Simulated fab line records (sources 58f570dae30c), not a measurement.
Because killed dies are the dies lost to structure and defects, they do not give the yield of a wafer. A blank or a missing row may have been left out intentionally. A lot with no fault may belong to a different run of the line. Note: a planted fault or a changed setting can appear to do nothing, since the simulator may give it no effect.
Which of the tools did it?    flow berkeley_cmos170    7 lots (21 wafers sampled), 1 step of a 331-step route

== WHAT EACH GAUGE READ, for each wafer ==
UCB170_V1_CD_MEAS_90: target cd 700 nm.
lot   measured      on         cd_nm (nm)
L439  day 8 18:22   cd_sem-01  698.6 700.9 700.3
L443  day 9 15:07   cd_sem-02  701.0 699.9 699.6
L447  day 10 14:31  cd_sem-02  700.9 698.2 699.0
L446  day 10 15:17  cd_sem-01  700.1 698.9 698.9
L449  day 10 17:29  cd_sem-01  699.9 698.9 699.0
L452  day 11 11:55  cd_sem-02  698.1 699.3 699.4
L460  day 14 02:24  cd_sem-02  698.7 698.6 701.3

== TOOL THAT RAN EACH LOT (tool first, then ch and the chambers of the sampled wafers, then the start) ==
The record shows no process step preceding these readings.

== THE ANSWER, worked out from the rows above alone ==
Rule: what is usual is taken from the lots themselves. The widest of any qualifying gaps counts: lots, ordered by their means at a reading, are off when they make up no more than a third of the lots, leave a main group of 4 or more, and stand apart from it by 3 or more times the standard deviation of that group's means. If all means in a main group match to the digits the tables above print for the reading, that group is not used. Also off: a lot with no number at a reading for which 4 or more lots have one. Any other lot the step has rows for is counted as sound.
No lot is off on any of the readings shown, so nothing can be concluded from this.

== WHAT THE SIMULATOR PUT IN ==
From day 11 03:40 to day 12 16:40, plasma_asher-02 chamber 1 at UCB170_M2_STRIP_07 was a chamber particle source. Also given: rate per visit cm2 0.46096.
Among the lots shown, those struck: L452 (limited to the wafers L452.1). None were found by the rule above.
